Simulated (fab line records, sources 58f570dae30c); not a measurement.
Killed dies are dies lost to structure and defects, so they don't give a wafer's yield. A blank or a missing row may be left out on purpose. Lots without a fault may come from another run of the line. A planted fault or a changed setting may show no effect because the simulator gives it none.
Chamber matching | flow berkeley_cmos170 | UCB170_GATE_ETCH_15 on rie_si-01: 4 sister chambers
The step etches poly-Si in HBr/Cl2, stops on SiO2, time 56.3 s, target depth 278.2 nm. 8 wafers are shown with their chamber, then 7 later ones without.

WAFERS WITH THEIR CHAMBER
wafer  | chamber | throttle_valve_pct (%) | oes_product_au (a.u.)
L820.6 | 2       | 26.04                  | 0.824
L821.2 | 1       | 26.40                  | 0.842
L821.3 | 3       | 26.13                  | 0.827
L823.2 | 1       | 26.35                  | 0.851
L823.3 | 0       | 26.54                  | 0.848
L823.6 | 3       | 26.14                  | 0.831
L825.2 | 0       | 26.54                  | 0.843
L825.3 | 2       | 26.04                  | 0.827

WAFERS WITHOUT THEIR CHAMBER
wafer  | throttle_valve_pct (%) | oes_product_au (a.u.)
L825.4 | 26.13                  | 0.825
L830.1 | 26.54                  | 0.850
L830.4 | 26.49                  | 0.858
L830.5 | 26.15                  | 0.827
L831.1 | 26.55                  | 0.840
L831.3 | 26.47                  | 0.862
L831.4 | 26.14                  | 0.834

WHICH CHAMBER EACH WENT THROUGH
wafer  | from the rows above     | in truth
L825.4 | 3                       | 3
L830.1 | 0                       | 0
L830.4 | 0                       | 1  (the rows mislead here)
L830.5 | 3                       | 3
L831.1 | 0                       | 0
L831.3 | can't be placed: 0 or 1 | 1
L831.4 | 3                       | 3
Placed correctly: 5 of 7. Can't be placed from these rows: 1 (the true chamber is among the candidates in 1). Placed wrongly: 1.
How it was worked out, from the rows above alone: a wafer's distance from a chamber is the root of the sum, over the readings, of the square of ((its reading less the chamber's mean) divided by the reading's scatter). The wafer belongs to the nearest chamber; if the next one is less than 2 further off, it can't be placed. A chamber's mean is the mean of its shown wafers. The scatter: the root of (the sum of the squares of (reading less its chamber's mean) over the shown wafers, divided by (wafers less chambers)).
